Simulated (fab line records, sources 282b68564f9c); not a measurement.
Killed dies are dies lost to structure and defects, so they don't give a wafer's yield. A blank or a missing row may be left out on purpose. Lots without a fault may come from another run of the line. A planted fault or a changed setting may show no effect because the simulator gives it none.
Which tool did it? | flow rit_cmos | 14 lots, 42 wafers sampled, at 5 steps of a route of 202

WHAT THE GAUGES READ, wafer by wafer
RIT_GATE_THK_MEAS_07.
lot  | measured    | on            | GATE_OXIDE_THK (nm)
L701 | day 2 15:22 | film_metro-04 | 2.82 2.76 2.84
L703 | day 3 00:11 | film_metro-03 | 2.82 2.85 2.82
L706 | day 3 20:05 | film_metro-01 | 2.81 2.80 2.80
L707 | day 3 20:21 | film_metro-04 | 2.71 2.70 2.74
L709 | day 4 11:01 | film_metro-03 | 2.82 2.77 2.85
L710 | day 4 16:59 | film_metro-03 | 2.76 2.74 2.75
L712 | day 4 23:39 | film_metro-03 | 2.80 2.82 2.78
L713 | day 5 01:13 | film_metro-03 | 2.75 2.74 2.84
L714 | day 5 10:47 | film_metro-01 | 2.79 2.82 2.87
L716 | day 5 21:21 | film_metro-04 | 2.78 2.79 2.78
L719 | day 6 14:37 | film_metro-04 | 2.77 2.80 2.70
L720 | day 6 20:43 | film_metro-04 | 2.70 2.74 2.68
L721 | day 7 00:15 | film_metro-01 | 2.77 2.82 2.77
L722 | day 7 11:02 | film_metro-04 | 2.76 2.79 2.74

RIT_SDANNEAL_RS_MEAS_04: measures by four-point-probe.
lot  | measured    | on            | PSD_RS (ohm/sq)
L701 | day 3 08:26 | film_metro-01 | 116.2 116.3 116.3
L703 | day 3 17:04 | film_metro-02 | 115.6 115.7 116.0
L706 | day 4 14:13 | film_metro-03 | 115.4 115.7 115.8
L707 | day 4 14:28 | film_metro-02 | 116.0 115.6 115.8
L709 | day 5 08:50 | film_metro-02 | 115.6 115.5 115.8
L710 | day 5 11:49 | film_metro-03 | 115.9 116.0 115.5
L712 | day 5 22:38 | film_metro-02 | 116.0 116.0 116.1
L713 | day 5 23:07 | film_metro-01 | 115.7 115.4 115.2
L714 | day 6 10:26 | film_metro-01 | 116.3 116.0 115.9
L716 | day 6 22:57 | film_metro-03 | - - -
L719 | day 7 12:11 | film_metro-03 | 115.4 115.6 115.5
L720 | day 7 18:31 | film_metro-03 | - - -
L721 | day 7 18:44 | film_metro-01 | 116.6 116.3 116.4
L722 | day 8 04:46 | film_metro-01 | 116.1 116.0 116.0

RIT_M1_THK_MEAS_02: measures by xrf.
lot  | measured    | on            | M1_AL_THK (nm)
L701 | day 3 12:15 | film_metro-01 | 378 379 379
L703 | day 3 20:51 | film_metro-02 | 378 375 379
L706 | day 4 17:56 | film_metro-01 | 373 377 380
L707 | day 4 18:17 | film_metro-02 | 376 373 379
L709 | day 5 12:38 | film_metro-01 | 373 376 369
L710 | day 5 15:35 | film_metro-02 | 375 373 371
L712 | day 6 02:15 | film_metro-02 | 376 378 379
L713 | day 6 02:44 | film_metro-03 | 364 365 370
L714 | day 6 14:11 | film_metro-03 | 367 368 365
L716 | day 7 02:43 | film_metro-01 | 378 386 382
L719 | day 7 15:53 | film_metro-03 | 368 371 371
L720 | day 7 22:18 | film_metro-02 | 378 383 383
L721 | day 7 22:37 | film_metro-03 | 374 373 373
L722 | day 8 08:29 | film_metro-01 | 382 381 382

WHICH TOOL RAN EACH LOT (tool, then ch and the chambers of the sampled wafers, then the start)
lot  | RIT_PLDD_STRIP_09                   | RIT_PSD_IMPLANT_08
L701 | plasma_asher-01 ch 0,1, day 3 02:16 | implanter-03 ch 0, day 3 07:37
L703 | plasma_asher-03 ch 0,1, day 3 10:57 | implanter-03 ch 0, day 3 16:16
L706 | plasma_asher-01 ch 0,1, day 4 06:50 | implanter-01 ch 0, day 4 13:21
L707 | plasma_asher-03 ch 0,1, day 4 07:05 | implanter-02 ch 0, day 4 13:40
L709 | plasma_asher-03 ch 0,1, day 4 23:19 | implanter-02 ch 0, day 5 08:01
L710 | plasma_asher-04 ch 0,1, day 5 04:05 | implanter-01 ch 0, day 5 10:56
L712 | plasma_asher-03 ch 0,1, day 5 13:27 | implanter-01 ch 0, day 5 21:49
L713 | plasma_asher-03 ch 0,1, day 5 13:45 | implanter-02 ch 0, day 5 22:19
L714 | plasma_asher-04 ch 0, day 5 22:46   | implanter-03 ch 0, day 6 09:38
L716 | plasma_asher-04 ch 0,1, day 6 09:12 | implanter-01 ch 0, day 6 22:07
L719 | plasma_asher-04 ch 0,1, day 7 04:40 | implanter-02 ch 0, day 7 11:22
L720 | plasma_asher-01 ch 0,1, day 7 10:44 | implanter-01 ch 0, day 7 17:43
L721 | plasma_asher-03 ch 0,1, day 7 11:13 | implanter-02 ch 0, day 7 17:55
L722 | plasma_asher-03 ch 0,1, day 7 21:36 | implanter-02 ch 0, day 8 03:57
- RIT_PLDD_STRIP_09: strips in O2, time 180 s.
- RIT_PSD_IMPLANT_08

WHAT THE TOOLS THEMSELVES READ (means of the sampled wafers that have a number; where no wafer has one, the mark that the record gives instead)
RIT_PLDD_STRIP_09.
lot  | tool            | drypump_motor_current_A (A)
L701 | plasma_asher-01 | 5.9
L703 | plasma_asher-03 | 5.9
L706 | plasma_asher-01 | 6.0
L707 | plasma_asher-03 | 5.9
L709 | plasma_asher-03 | 5.6
L710 | plasma_asher-04 | 5.5
L712 | plasma_asher-03 | 5.9
L713 | plasma_asher-03 | 5.6
L714 | plasma_asher-04 | 5.1
L716 | plasma_asher-04 | 5.8
L719 | plasma_asher-04 | 5.8
L720 | plasma_asher-01 | 5.5
L721 | plasma_asher-03 | 5.9
L722 | plasma_asher-03 | 5.9

THE ANSWER, worked out from the rows above alone
Rule: what is usual is taken from the lots themselves. Put in order of their means at a reading, lots are off if they are a third of the lots or fewer, leave a main group of 4 or more, and stand apart from it by a gap of 3 or more times the standard deviation of the main group's means; of several such gaps the widest counts. A main group whose means are all the same, to the digits that the tables above print for the reading, isn't used. A lot without any number at a reading at which 4 lots or more have one is off too. The other lots that the step has rows for count as sound. The gauges are gone through in route order, then the tools' own readings, and for those a lot's mean is taken as printed above. The first step at which some lot is off is used, and at that step the reading that is off furthest; a lot without a number counts as furthest.
Off: L716, L720, at RIT_SDANNEAL_RS_MEAS_04 (PSD_RS). Without a number there: L716, L720. The main group: mean 115.9 ohm/sq, standard deviation 0.29.
A tool fits if, at a process step before that reading, it ran every lot that is off, and no sound lot after the first of them. The gauges at RIT_SDANNEAL_RS_MEAS_04 are tried like those tools. One fits: implanter-01 at RIT_PSD_IMPLANT_08. Its last sound lot is L712 (day 5 21:49), its first lot that is off L716 (day 6 22:07): a fault that began between those two fits.

WHAT THE SIMULATOR HAD PUT IN
Process parameter drift: implanter-01, from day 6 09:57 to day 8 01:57, at RIT_PSD_IMPLANT_08. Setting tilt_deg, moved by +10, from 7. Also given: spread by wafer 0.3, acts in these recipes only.
Lots struck among those shown: L716, L720. The rule above found the same.
